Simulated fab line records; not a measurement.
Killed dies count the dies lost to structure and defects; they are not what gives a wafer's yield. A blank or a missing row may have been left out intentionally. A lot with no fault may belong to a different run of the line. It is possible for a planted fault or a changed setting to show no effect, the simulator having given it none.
fab line records | flow rit-cmos
record: lots: 14 | wafers: 42 | last-day: 7
route steps=202 shown NWELL@36 PWELL@48 PRETRO@70 NLDD@109 M1@202
lots that met no fault: from a run of the same line without faults
start-h: hours from the record's opening day to when the first of the lot's shown wafers began | wait-h: hours since the lot's step before | " repeats the value in the row above | L1.1+2: a row that stands for several wafers | - value missing, or start not given | * or withheld: withheld | < > ~ a bound
route shown NAME@n: a module of which the file shows steps, and the number in the route of the first | usual: mean and standard deviation over wafers with no fault | same: alike in all rows | chamber/n: place in a boat | sites: the reading at each site | _std_site: the values' standard deviation | _edge_site: mean of outer sites minus mean of inner sites | radius-mm: for every site, how far away it sits from the centre of the wafer | mask NAME#n: copy n | behind: the most recent tool/chamber to have shaped the wafer | hold: the reason the lot was held/the length of the hold in hours/how it ended | device: names the non-switching transistor (n, p or np) | end of line: at the end of the route, the tests of the same wafers | a step given without rows: its recipe and nothing more | killed: dies lost to structure and defects at the first sort, not the wafer's yield | map: shows each die of a wafer: x if killed, . if not, _ if none is there
set.NAME: the setting as run; set.NAME@STEP: as run at that earlier step | model.NAME: the simulator's own value behind a step, which no gauge read
a sample of lots followed through the steps of the route, with each step as a table and each wafer as a row
services: from which hour (start-h, from the record's first day; less than 0 if before it) a tool's chamber was out of use, for how many hours, and why
== steps ==
step: RIT_NWELL_IMPLANT_08
recipe: species: P | energy-kev: 170 | dose-cm2: 5e+13 | tilt-deg: 7
usual: dose-ions-cm2: 5.001e+13/5.5e+10
lot.wafer | tool         | chamber | start-h | wait-h | dose-ions-cm2
L412.4    | implanter-02 | 0       | 21.49   | 0.2    | 4.993e+13
L412.5    | "            | 0       | "       | "      | 4.997e+13
L412.6    | "            | 0       | "       | "      | 4.987e+13
L413.3    | implanter-03 | 0       | 28.96   | 0.2    | 4.992e+13
L413.5    | "            | 0       | "       | "      | 5.002e+13
L413.6    | "            | 0       | "       | "      | 5.005e+13
L414.2    | implanter-02 | 0       | 31.92   | 0.2    | 4.995e+13
L414.4    | "            | 0       | "       | "      | 4.994e+13
L414.5    | "            | 0       | "       | "      | 5e+13
L415.1    | implanter-03 | 0       | 36.43   | 0.2    | 5.006e+13
L415.2    | "            | 0       | "       | "      | 5.003e+13
L415.6    | "            | 0       | "       | "      | 5.004e+13
L416.2    | implanter-03 | 0       | 40.80   | 0.2    | 4.995e+13
L416.3    | "            | 0       | "       | "      | 4.998e+13
L416.6    | "            | 0       | "       | "      | 5.005e+13
L417.3    | implanter-03 | 0       | 45.69   | 0.2    | 5.006e+13
L417.4    | "            | 0       | "       | "      | 5.006e+13
L417.5    | "            | 0       | "       | "      | 5.003e+13
L418.2    | implanter-03 | 0       | 51.37   | 0.2    | 5.003e+13
L418.3    | "            | 0       | "       | "      | 5.001e+13
L418.5    | "            | 0       | "       | "      | 5.008e+13
L419.2    | implanter-02 | 0       | 56.38   | 0.2    | 4.997e+13
L419.3    | "            | 0       | "       | "      | 5.003e+13
L419.6    | "            | 0       | "       | "      | 4.996e+13
L420.1    | implanter-02 | 0       | 61.82   | 0.2    | 4.995e+13
L420.2    | "            | 0       | "       | "      | 4.998e+13
L420.4    | "            | 0       | "       | "      | 4.995e+13
L424.2    | implanter-01 | 0       | 80.59   | 0.2    | 5.012e+13
L424.3    | "            | 0       | "       | "      | 5.009e+13
L424.6    | "            | 0       | "       | "      | 5.005e+13
L427.1    | implanter-02 | 0       | 97.24   | 0.2    | 5.177e+13
L427.3    | "            | 0       | "       | "      | 5.187e+13
L427.4    | "            | 0       | "       | "      | 5.193e+13
L429.1    | implanter-02 | 0       | 105.65  | 0.2    | 5.184e+13
L429.3    | "            | 0       | "       | "      | 5.184e+13
L429.4    | "            | 0       | "       | "      | 5.182e+13
L432.2    | implanter-03 | 0       | 121.32  | 0.2    | 5.007e+13
L432.4    | "            | 0       | "       | "      | 5.006e+13
L432.5    | "            | 0       | "       | "      | 5.007e+13
L434.1    | implanter-03 | 0       | 130.95  | 0.2    | 4.998e+13
L434.2    | "            | 0       | "       | "      | 5.006e+13
L434.4    | "            | 0       | "       | "      | 4.998e+13
step: RIT_PWELL_STRIP_09
recipe: chemistry: O2 | time-s: 180 | resist: NOVOLAK | platen-temp-c: withheld | power-w: 518.6 | pressure-mtorr: 4000 | o2-flow-sccm: 4000
usual: drypump-motor-current-A: 5.6/0.43
lot.wafer | tool            | chamber | start-h | wait-h | drypump-motor-current-A | rf-hours-counter-h
L412.4    | plasma-asher-04 | 0       | 23.29   | 0.1    | 5.4                     | -
L412.5    | "               | 1       | "       | "      | 5.0                     | -
L412.6    | "               | 0       | "       | "      | 5.5                     | -
L413.3    | plasma-asher-04 | 1       | 30.67   | 0.1    | 5.0                     | -
L413.5    | "               | 0       | "       | "      | 5.5                     | -
L413.6    | "               | 1       | "       | "      | 5.0                     | -
L414.2    | plasma-asher-02 | 1       | 33.72   | 0.1    | 5.8                     | 38
L414.4    | "               | 1       | "       | "      | 5.8                     | -
L414.5    | "               | 0       | "       | "      | 5.7                     | -
L415.1    | plasma-asher-03 | 1       | 38.25   | 0.1    | 5.2                     | 23
L415.2    | "               | 0       | "       | "      | 6.3                     | 23
L415.6    | "               | 1       | "       | "      | 5.2                     | -
L416.2    | plasma-asher-02 | 0       | 42.60   | 0.1    | 5.8                     | 39
L416.3    | "               | 1       | "       | "      | 5.8                     | -
L416.6    | "               | 0       | "       | "      | 5.7                     | -
L417.3    | plasma-asher-02 | 0       | 47.41   | 0.1    | 5.8                     | -
L417.4    | "               | 1       | "       | "      | 5.8                     | -
L417.5    | "               | 1       | "       | "      | 5.8                     | -
L418.2    | plasma-asher-02 | 1       | 53.17   | 0.1    | 5.8                     | 40
L418.3    | "               | 1       | "       | "      | 5.8                     | -
L418.5    | "               | 0       | "       | "      | 5.7                     | -
L419.2    | plasma-asher-04 | 0       | 58.06   | 0.1    | 5.5                     | 44
L419.3    | "               | 1       | "       | "      | 5.0                     | -
L419.6    | "               | 1       | "       | "      | 5.0                     | -
L420.1    | plasma-asher-03 | 1       | 63.53   | 0.1    | 5.2                     | 26
L420.2    | "               | 0       | "       | "      | 6.4                     | 26
L420.4    | "               | 0       | "       | "      | 6.4                     | -
L424.2    | plasma-asher-04 | 0       | 82.46   | 0.1    | 5.5                     | 46
L424.3    | "               | 1       | "       | "      | 4.9                     | -
L424.6    | "               | 1       | "       | "      | 4.9                     | -
L427.1    | plasma-asher-03 | 0       | 99.07   | 0.1    | 6.3                     | 29
L427.3    | "               | 1       | "       | "      | 5.2                     | -
L427.4    | "               | 0       | "       | "      | 6.3                     | -
L429.1    | plasma-asher-04 | 1       | 107.35  | 0.1    | 5.0                     | 49
L429.3    | "               | 0       | "       | "      | 5.5                     | -
L429.4    | "               | 1       | "       | "      | 4.9                     | -
L432.2    | plasma-asher-02 | 1       | 123.00  | 0.1    | 5.8                     | 48
L432.4    | "               | 0       | "       | "      | 5.8                     | -
L432.5    | "               | 0       | "       | "      | 5.8                     | -
L434.1    | plasma-asher-03 | 1       | 132.79  | 0.1    | 5.2                     | 33
L434.2    | "               | 0       | "       | "      | 6.4                     | 33
L434.4    | "               | 1       | "       | "      | 5.2                     | -
step: RIT_WELLDRIVE_RS_MEAS_01
recipe: thk-meas-gauge: four-point-probe
usual: NWELL_RS: 275.2/0.77
lot.wafer | tool          | chamber | start-h | wait-h | hold                     | NWELL_RS[ohm/sq]
L412.4    | film-metro-01 | -       | 29.56   | 0.1    | -                        | 275.8
L412.5    | "             | -       | "       | "      | -                        | 276.4
L412.6    | "             | -       | "       | "      | -                        | 275.7
L413.3    | film-metro-04 | -       | 35.97   | 0.0    | -                        | 276.2
L413.5    | "             | -       | "       | "      | -                        | 275.6
L413.6    | "             | -       | "       | "      | -                        | 275.9
L414.2    | film-metro-04 | -       | 39.43   | 0.0    | -                        | 275.3
L414.4    | "             | -       | "       | "      | -                        | 275.5
L414.5    | "             | -       | "       | "      | -                        | 274.6
L415.1    | film-metro-02 | -       | 43.57   | 0.0    | -                        | 276.5
L415.2    | "             | -       | "       | "      | -                        | 275.8
L415.6    | "             | -       | "       | "      | -                        | 275.7
L416.2    | film-metro-04 | -       | 47.94   | 0.0    | -                        | 275.0
L416.3    | "             | -       | "       | "      | -                        | 274.2
L416.6    | "             | -       | "       | "      | -                        | 274.8
L417.3    | film-metro-02 | -       | 53.05   | 0.0    | -                        | 275.6
L417.4    | "             | -       | "       | "      | -                        | 275.9
L417.5    | "             | -       | "       | "      | -                        | 274.9
L418.2    | film-metro-02 | -       | 58.51   | 0.0    | -                        | 273.9
L418.3    | "             | -       | "       | "      | -                        | 274.9
L418.5    | "             | -       | "       | "      | -                        | 275.0
L419.2    | film-metro-04 | -       | 63.50   | 0.0    | -                        | 275.9
L419.3    | "             | -       | "       | "      | -                        | 275.0
L419.6    | "             | -       | "       | "      | -                        | 275.8
L420.1    | film-metro-02 | -       | 68.85   | 0.0    | -                        | 275.1
L420.2    | "             | -       | "       | "      | -                        | 274.8
L420.4    | "             | -       | "       | "      | -                        | 275.7
L424.2    | film-metro-01 | -       | 87.83   | 0.0    | -                        | 274.6
L424.3    | "             | -       | "       | "      | -                        | 274.0
L424.6    | "             | -       | "       | "      | -                        | 273.7
L427.1    | film-metro-01 | -       | 104.38  | 0.0    | await-dispo/0.2h/release | 270.1
L427.3    | "             | -       | "       | "      | await-dispo/0.2h/release | 270.7
L427.4    | "             | -       | "       | "      | await-dispo/0.2h/release | 270.5
L427.1    | film-metro-01 | -       | 104.67  | 0.3    | -                        | 270.2
L427.3    | "             | -       | "       | "      | -                        | 270.5
L427.4    | "             | -       | "       | "      | -                        | 270.6
L429.1    | film-metro-02 | -       | 113.40  | 0.0    | await-dispo/0.2h/release | 269.2
L429.3    | "             | -       | "       | "      | await-dispo/0.2h/release | 269.2
L429.4    | "             | -       | "       | "      | await-dispo/0.2h/release | 269.1
L429.1    | film-metro-02 | -       | 113.68  | 0.3    | -                        | 268.7
L429.3    | "             | -       | "       | "      | -                        | 268.9
L429.4    | "             | -       | "       | "      | -                        | 269.5
L432.2    | film-metro-04 | -       | 130.68  | 0.0    | -                        | 274.9
L432.4    | "             | -       | "       | "      | -                        | 275.2
L432.5    | "             | -       | "       | "      | -                        | 274.8
L434.1    | film-metro-01 | -       | 138.10  | 0.0    | -                        | 275.3
L434.2    | "             | -       | "       | "      | -                        | 275.2
L434.4    | "             | -       | "       | "      | -                        | 275.5
step: RIT_PRETRO_OVL_MEAS_06
usual: PRETRO_OVL: -0.7/1.1
lot.wafer | tool       | chamber | start-h | wait-h | PRETRO_OVL[nm]
L412.4    | overlay-01 | -       | 32.31   | -      | -1.0
L412.5    | "          | -       | "       | "      | 1.2
L412.6    | "          | -       | "       | "      | 1.0
L413.3    | overlay-02 | -       | 38.61   | -      | 0.3
L413.5    | "          | -       | "       | "      | -1.1
L413.6    | "          | -       | "       | "      | -0.9
L414.2    | overlay-01 | -       | 42.27   | -      | -1.4
L414.4    | "          | -       | "       | "      | -0.4
L414.5    | "          | -       | "       | "      | 0.2
L415.1    | overlay-01 | -       | 46.37   | -      | -1.3
L415.2    | "          | -       | "       | "      | -1.7
L415.6    | "          | -       | "       | "      | -1.0
L416.2    | overlay-01 | -       | 50.60   | -      | 0.4
L416.3    | "          | -       | "       | "      | -2.0
L416.6    | "          | -       | "       | "      | -0.5
L417.3    | overlay-02 | -       | 55.94   | -      | -1.2
L417.4    | "          | -       | "       | "      | 0.9
L417.5    | "          | -       | "       | "      | -1.4
L418.2    | overlay-02 | -       | 61.29   | -      | -0.6
L418.3    | "          | -       | "       | "      | -1.5
L418.5    | "          | -       | "       | "      | -1.9
L419.2    | overlay-01 | -       | 66.28   | -      | -0.3
L419.3    | "          | -       | "       | "      | -0.1
L419.6    | "          | -       | "       | "      | 0.1
L420.1    | overlay-02 | -       | 71.70   | -      | -3.9
L420.2    | "          | -       | "       | "      | 0.1
L420.4    | "          | -       | "       | "      | -1.2
L424.2    | overlay-02 | -       | 90.85   | -      | -1.3
L424.3    | "          | -       | "       | "      | -2.0
L424.6    | "          | -       | "       | "      | -2.0
L427.1    | overlay-01 | -       | 113.45  | -      | 1.5
L427.3    | "          | -       | "       | "      | 0.4
L427.4    | "          | -       | "       | "      | -1.0
L429.1    | overlay-01 | -       | 121.04  | -      | -0.1
L429.3    | "          | -       | "       | "      | -1.9
L429.4    | "          | -       | "       | "      | 0.0
L432.2    | overlay-01 | -       | 133.46  | -      | -1.9
L432.4    | "          | -       | "       | "      | -0.8
L432.5    | "          | -       | "       | "      | -2.5
L434.1    | overlay-02 | -       | 140.78  | -      | 0.6
L434.2    | "          | -       | "       | "      | 1.3
L434.4    | "          | -       | "       | "      | -1.7
step: RIT_NLDD_OVL_MEAS_06
usual: NLDD_OVL: 1.6/1.4
lot.wafer | tool       | chamber | start-h | wait-h | NLDD_OVL[nm]
L412.4    | overlay-01 | -       | 42.13   | -      | 1.9
L412.5    | "          | -       | "       | "      | 2.3
L412.6    | "          | -       | "       | "      | 3.2
L413.3    | overlay-02 | -       | 48.73   | -      | 2.8
L413.5    | "          | -       | "       | "      | 2.0
L413.6    | "          | -       | "       | "      | 4.4
L414.2    | overlay-02 | -       | 52.10   | -      | 4.0
L414.4    | "          | -       | "       | "      | 2.7
L414.5    | "          | -       | "       | "      | 4.4
L415.1    | overlay-02 | -       | 56.27   | -      | 2.5
L415.2    | "          | -       | "       | "      | 4.0
L415.6    | "          | -       | "       | "      | 0.9
L416.2    | overlay-01 | -       | 61.77   | -      | 0.4
L416.3    | "          | -       | "       | "      | 0.4
L416.6    | "          | -       | "       | "      | 0.8
L417.3    | overlay-01 | -       | 67.26   | -      | 3.9
L417.4    | "          | -       | "       | "      | 3.9
L417.5    | "          | -       | "       | "      | 4.3
L418.2    | overlay-01 | -       | 71.16   | -      | 2.4
L418.3    | "          | -       | "       | "      | 3.2
L418.5    | "          | -       | "       | "      | 1.9
L419.2    | overlay-01 | -       | 76.29   | -      | 2.5
L419.3    | "          | -       | "       | "      | 2.0
L419.6    | "          | -       | "       | "      | 2.7
L420.1    | overlay-01 | -       | 82.92   | -      | 3.4
L420.2    | "          | -       | "       | "      | 2.8
L420.4    | "          | -       | "       | "      | 3.6
L424.2    | overlay-02 | -       | 101.73  | -      | 1.6
L424.3    | "          | -       | "       | "      | -0.2
L424.6    | "          | -       | "       | "      | 0.9
L429.1    | overlay-01 | -       | 133.26  | -      | 0.9
L429.3    | "          | -       | "       | "      | 0.2
L429.4    | "          | -       | "       | "      | 1.6
L432.2    | overlay-01 | -       | 145.69  | -      | 2.0
L432.4    | "          | -       | "       | "      | 0.4
L432.5    | "          | -       | "       | "      | 1.2
L434.1    | overlay-02 | -       | 150.78  | -      | 1.1
L434.2    | "          | -       | "       | "      | 1.8
L434.4    | "          | -       | "       | "      | 2.0
step: RIT_M1_PROBE_99
usual: killed_at_M0_to_M3: 0.0/0.083 | killed-at-contacts: 0.1/0.25 | killed-at-front-end: 7.1/2.9 | killed-dies: 7.2/2.9 | killed-open: 3.6/1.9 | killed-short: 3.5/1.9
same: gross-dies: 264 | killed_at_M4_up: 0 | killed-at-back-side: 0 | killed-at-other: 0
lot.wafer | tool      | chamber | start-h | wait-h | killed_at_M0_to_M3 | killed-at-contacts | killed-at-front-end | killed-dies | killed-open | killed-short
L412.4    | prober-02 | -       | 57.88   | 0.2    | 0                  | 0                  | 6                   | 6           | 4           | 2
L412.5    | prober-02 | -       | 57.93   | 0.2    | 0                  | 0                  | 4                   | 4           | 4           | 0
L412.6    | prober-02 | -       | 57.98   | 0.2    | 0                  | 0                  | 7                   | 7           | 2           | 5
L413.3    | prober-01 | -       | 64.33   | 0.2    | 0                  | 1                  | 2                   | 3           | 0           | 3
L413.5    | prober-01 | -       | 64.43   | 0.2    | 0                  | 0                  | 6                   | 6           | 4           | 2
L413.6    | prober-01 | -       | 64.48   | 0.2    | 0                  | 0                  | 8                   | 8           | 3           | 5
L414.2    | prober-02 | -       | 70.52   | 0.1    | 0                  | 0                  | 6                   | 6           | 2           | 4
L414.4    | prober-02 | -       | 70.62   | 0.2    | 0                  | 0                  | 5                   | 5           | 0           | 5
L414.5    | prober-02 | -       | 70.67   | 0.2    | 0                  | 0                  | 7                   | 7           | 5           | 2
L415.1    | prober-01 | -       | 74.26   | 0.1    | 0                  | 0                  | 4                   | 4           | 2           | 2
L415.2    | prober-01 | -       | 74.31   | 0.1    | 0                  | 0                  | 7                   | 7           | 4           | 3
L415.6    | prober-01 | -       | 74.51   | 0.2    | 0                  | 0                  | 3                   | 3           | 1           | 2
L416.2    | prober-02 | -       | 78.51   | 0.1    | 0                  | 0                  | 4                   | 4           | 4           | 0
L416.3    | prober-02 | -       | 78.56   | 0.2    | 0                  | 0                  | 8                   | 8           | 6           | 2
L416.6    | prober-02 | -       | 78.71   | 0.2    | 0                  | 1                  | 8                   | 9           | 4           | 5
L417.3    | prober-01 | -       | 83.77   | 0.2    | 0                  | 0                  | 3                   | 3           | 3           | 0
L417.4    | prober-01 | -       | 83.82   | 0.2    | 0                  | 0                  | 8                   | 8           | 5           | 3
L417.5    | prober-01 | -       | 83.87   | 0.2    | 0                  | 0                  | 11                  | 11          | 7           | 4
L418.2    | prober-02 | -       | 87.01   | 0.1    | 0                  | 0                  | 12                  | 12          | 7           | 5
L418.3    | prober-02 | -       | 87.06   | 0.2    | 0                  | 0                  | 4                   | 4           | 1           | 3
L418.5    | prober-02 | -       | 87.16   | 0.2    | 0                  | 0                  | 10                  | 10          | 4           | 6
L419.2    | prober-01 | -       | 91.58   | 0.1    | 0                  | 0                  | 3                   | 3           | 3           | 0
L419.3    | prober-01 | -       | 91.63   | 0.2    | 0                  | 0                  | 6                   | 6           | 4           | 2
L419.6    | prober-01 | -       | 91.78   | 0.2    | 0                  | 0                  | 9                   | 9           | 5           | 4
L420.1    | prober-01 | -       | 98.12   | 0.1    | 0                  | 0                  | 5                   | 5           | 4           | 1
L420.2    | prober-01 | -       | 98.17   | 0.1    | 0                  | 0                  | 2                   | 2           | 1           | 1
L420.4    | prober-01 | -       | 98.27   | 0.2    | 0                  | 0                  | 4                   | 4           | 0           | 4
L424.2    | prober-01 | -       | 117.61  | 0.1    | 0                  | 0                  | 5                   | 5           | 4           | 1
L424.3    | prober-01 | -       | 117.66  | 0.2    | 0                  | 0                  | 5                   | 5           | 2           | 3
L424.6    | prober-01 | -       | 117.81  | 0.2    | 0                  | 0                  | 4                   | 4           | 0           | 4
L429.1    | prober-02 | -       | 150.14  | 0.1    | 0                  | 0                  | 8                   | 8           | 6           | 2
L429.3    | prober-02 | -       | 150.24  | 0.2    | 1                  | 0                  | 3                   | 4           | 1           | 3
L429.4    | prober-02 | -       | 150.29  | 0.2    | 0                  | 0                  | 8                   | 8           | 5           | 3
L432.2    | prober-01 | -       | 161.19  | 0.1    | 0                  | 1                  | 7                   | 8           | 5           | 3
L432.4    | prober-01 | -       | 161.29  | 0.2    | 0                  | 0                  | 12                  | 12          | 6           | 6
L432.5    | prober-01 | -       | 161.34  | 0.2    | 0                  | 0                  | 8                   | 8           | 5           | 3
L434.1    | prober-02 | -       | 167.98  | 0.1    | 0                  | 0                  | 6                   | 6           | 3           | 3
L434.2    | prober-02 | -       | 168.03  | 0.1    | 0                  | 0                  | 11                  | 11          | 6           | 5
L434.4    | prober-02 | -       | 168.13  | 0.2    | 0                  | 0                  | 3                   | 3           | 1           | 2
killed by level:class
L412.4 GATE:geometric-particle:short=2 REOX:geometric-particle:open=2 SPACER:geometric-particle:open=1 SILICIDE:geometric-particle:open=1
L412.5 GATE:geometric-particle:open=3 FOX2:geometric-particle:open=1
L412.6 SPACER:geometric-particle:short=3 GATE:geometric-particle:short=2 FOX2:geometric-particle:open=1 SPACER:geometric-particle:open=1
L413.3 GATE:geometric-particle:short=2 CONTACT:geometric-particle:short=1
L413.5 FOX1:geometric-particle:open=1 FOX1:geometric-particle:short=1 GATE:geometric-particle:open=1 REOX:geometric-particle:open=1 SPACER:geometric-particle:short=1 SPACER:geometric-particle:open=1
L413.6 REOX:geometric-particle:short=3 REOX:geometric-particle:open=2 FOX1:geometric-particle:short=1 GATE:geometric-particle:open=1 GATE:geometric-particle:short=1
L414.2 GATE:geometric-particle:short=2 FOX1:geometric-particle:open=1 FOX2:geometric-particle:short=1 GATE:geometric-particle:open=1 SPACER:geometric-particle:short=1
L414.4 GATE:geometric-particle:short=2 REOX:geometric-particle:short=1 SPACER:geometric-particle:short=1 SILICIDE:geometric-particle:short=1
L414.5 FOX2:geometric-particle:open=2 GATE:geometric-particle:open=1 SPACER:geometric-particle:short=1 SPACER:geometric-particle:open=1 SILICIDE:geometric-particle:open=1 SILICIDE:geometric-particle:short=1
L415.1 FOX1:geometric-particle:open=2 FOX1:geometric-particle:short=1 FOX2:geometric-particle:short=1
L415.2 GATE:geometric-particle:open=4 FOX2:geometric-particle:short=1 GATE:geometric-particle:short=1 REOX:geometric-particle:short=1
L415.6 SILICIDE:geometric-particle:short=2 FOX2:geometric-particle:open=1
L416.2 FOX1:geometric-particle:open=2 GATE:geometric-particle:open=2
L416.3 REOX:geometric-particle:open=3 GATE:geometric-particle:open=2 FOX1:geometric-particle:open=1 FOX1:geometric-particle:short=1 GATE:geometric-particle:short=1
L416.6 GATE:geometric-particle:short=4 GATE:geometric-particle:open=2 FOX1:geometric-particle:short=1 SPACER:geometric-particle:open=1 CONTACT:geometric-particle:open=1
L417.3 FOX2:geometric-particle:open=2 REOX:geometric-particle:open=1
L417.4 GATE:geometric-particle:open=3 GATE:geometric-particle:short=2 REOX:geometric-particle:open=1 SILICIDE:geometric-particle:short=1 SILICIDE:geometric-particle:open=1
L417.5 GATE:geometric-particle:open=3 FOX1:geometric-particle:open=2 REOX:geometric-particle:short=2 SILICIDE:geometric-particle:open=2 FOX2:geometric-particle:short=1 SILICIDE:geometric-particle:short=1
L418.2 SILICIDE:geometric-particle:open=3 SPACER:geometric-particle:short=2 FOX1:geometric-particle:short=1 FOX1:geometric-particle:open=1 FOX2:geometric-particle:open=1 FOX2:geometric-particle:short=1 GATE:geometric-particle:open=1 GATE:geometric-particle:short=1
L418.3 FOX2:geometric-particle:short=2 FOX1:geometric-particle:short=1 FOX2:geometric-particle:open=1
L418.5 GATE:geometric-particle:short=2 GATE:geometric-particle:open=2 SILICIDE:geometric-particle:short=2 FOX2:geometric-particle:short=1 SPACER:geometric-particle:open=1 SPACER:geometric-particle:short=1 SILICIDE:geometric-particle:open=1
L419.2 SPACER:geometric-particle:open=2 REOX:geometric-particle:open=1
L419.3 FOX1:geometric-particle:short=1 GATE:geometric-particle:open=1 GATE:geometric-particle:short=1 REOX:geometric-particle:open=1 SPACER:geometric-particle:open=1 SILICIDE:geometric-particle:open=1
L419.6 GATE:geometric-particle:short=3 GATE:geometric-particle:open=2 FOX1:geometric-particle:open=1 REOX:geometric-particle:open=1 SPACER:geometric-particle:short=1 SILICIDE:geometric-particle:open=1
L420.1 SPACER:geometric-particle:open=2 FOX1:geometric-particle:short=1 FOX1:geometric-particle:open=1 GATE:geometric-particle:open=1
L420.2 FOX1:geometric-particle:open=1 SPACER:geometric-particle:short=1
L420.4 SPACER:geometric-particle:short=2 FOX1:geometric-particle:short=1 GATE:geometric-particle:short=1
L424.2 FOX2:geometric-particle:open=2 GATE:geometric-particle:open=2 GATE:geometric-particle:short=1
L424.3 REOX:geometric-particle:short=2 GATE:geometric-particle:short=1 GATE:geometric-particle:open=1 REOX:geometric-particle:open=1
L424.6 REOX:geometric-particle:short=2 GATE:geometric-particle:short=1 SILICIDE:geometric-particle:short=1
L429.1 FOX1:geometric-particle:open=2 FOX2:geometric-particle:open=2 GATE:geometric-particle:short=2 GATE:geometric-particle:open=1 SPACER:geometric-particle:open=1
L429.3 FOX1:geometric-particle:short=1 GATE:geometric-particle:open=1 GATE:geometric-particle:short=1 M1:geometric-particle:short=1
L429.4 GATE:geometric-particle:open=3 FOX2:geometric-particle:short=2 REOX:geometric-particle:open=1 SPACER:geometric-particle:open=1 SILICIDE:geometric-particle:short=1
L432.2 GATE:geometric-particle:open=2 SPACER:geometric-particle:open=2 GATE:geometric-particle:short=1 REOX:geometric-particle:open=1 REOX:geometric-particle:short=1 CONTACT:geometric-particle:short=1
L432.4 GATE:geometric-particle:open=4 GATE:geometric-particle:short=3 FOX1:geometric-particle:open=1 REOX:geometric-particle:short=1 REOX:geometric-particle:open=1 SPACER:geometric-particle:short=1 SILICIDE:geometric-particle:short=1
L432.5 GATE:geometric-particle:open=2 SILICIDE:geometric-particle:open=2 FOX1:geometric-particle:short=1 FOX2:geometric-particle:open=1 GATE:geometric-particle:short=1 SILICIDE:geometric-particle:short=1
L434.1 FOX2:geometric-particle:short=1 FOX2:geometric-particle:open=1 GATE:geometric-particle:short=1 REOX:geometric-particle:open=1 SPACER:geometric-particle:short=1 SPACER:geometric-particle:open=1
L434.2 GATE:geometric-particle:short=3 FOX1:geometric-particle:open=2 FOX2:geometric-particle:short=2 REOX:geometric-particle:open=2 FOX2:geometric-particle:open=1 SILICIDE:geometric-particle:open=1
L434.4 FOX1:geometric-particle:open=1 GATE:geometric-particle:short=1 SPACER:geometric-particle:short=1
== services ==
tool            | chamber | start-h | hours | kind
implanter-02    | -       | 12.54   | 3.6   | repair
plasma-asher-02 | -       | 19.21   | 2.5   | repair
plasma-asher-03 | -       | 21.76   | 15.6  | pm
implanter-01    | -       | 23.32   | 48.9  | repair
implanter-01    | -       | 28.71   | 2.7   | repair
implanter-01    | -       | 37.76   | 1.9   | repair
plasma-asher-04 | -       | 52.02   | 1.9   | repair
implanter-03    | -       | 86.57   | 2.8   | repair
implanter-02    | -       | 98.49   | 0.9   | repair
implanter-02    | -       | 109.12  | 0.7   | repair
implanter-01    | -       | 132.63  | 5.5   | pm
== key ==
first-sign: step: RIT_NWELL_IMPLANT_08 | reading: dose-ions-cm2 | direction: up | sigmas: 33 | usual: 5.001e+13 | struck: 5.185e+13
effect: step: RIT_WELLDRIVE_RS_MEAS_01 | reading: visit | direction: added
effect: step: RIT_WELLDRIVE_RS_MEAS_01 | reading: NWELL_RS | direction: down | sigmas: 7 | usual: 275.2 | struck: 269.8
met-at RIT_NWELL_IMPLANT_08
struck-lots L427,L429
rows-end L427.1,L427.3,L427.4
tester-left-out L429
not-acting-at RIT_PWELL_STRIP_09,RIT_PRETRO_OVL_MEAS_06,RIT_NLDD_OVL_MEAS_06
onset-between 61.82 97.24
fault: kind: process-parameter-drift | tool: implanter-02 | chamber: - | onset-h: 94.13 | steps: RIT_NWELL_IMPLANT_08 | channel: dose-cm2 | offset: 1.8521e+12 | shape: step | end-h: 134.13 | acts-in: these-recipes-only | stated: 5e+13
tester-left-out: of these lots the tester's yield and bins aren't shown, on N5 and GAA mostly nor the transistor test; their killed dies are dies lost to structure and defects alone, not to doping, threshold or leakage, so they don't give the yield
rows-end: these wafers met a further fault down the route, and their rows from its step on are left out
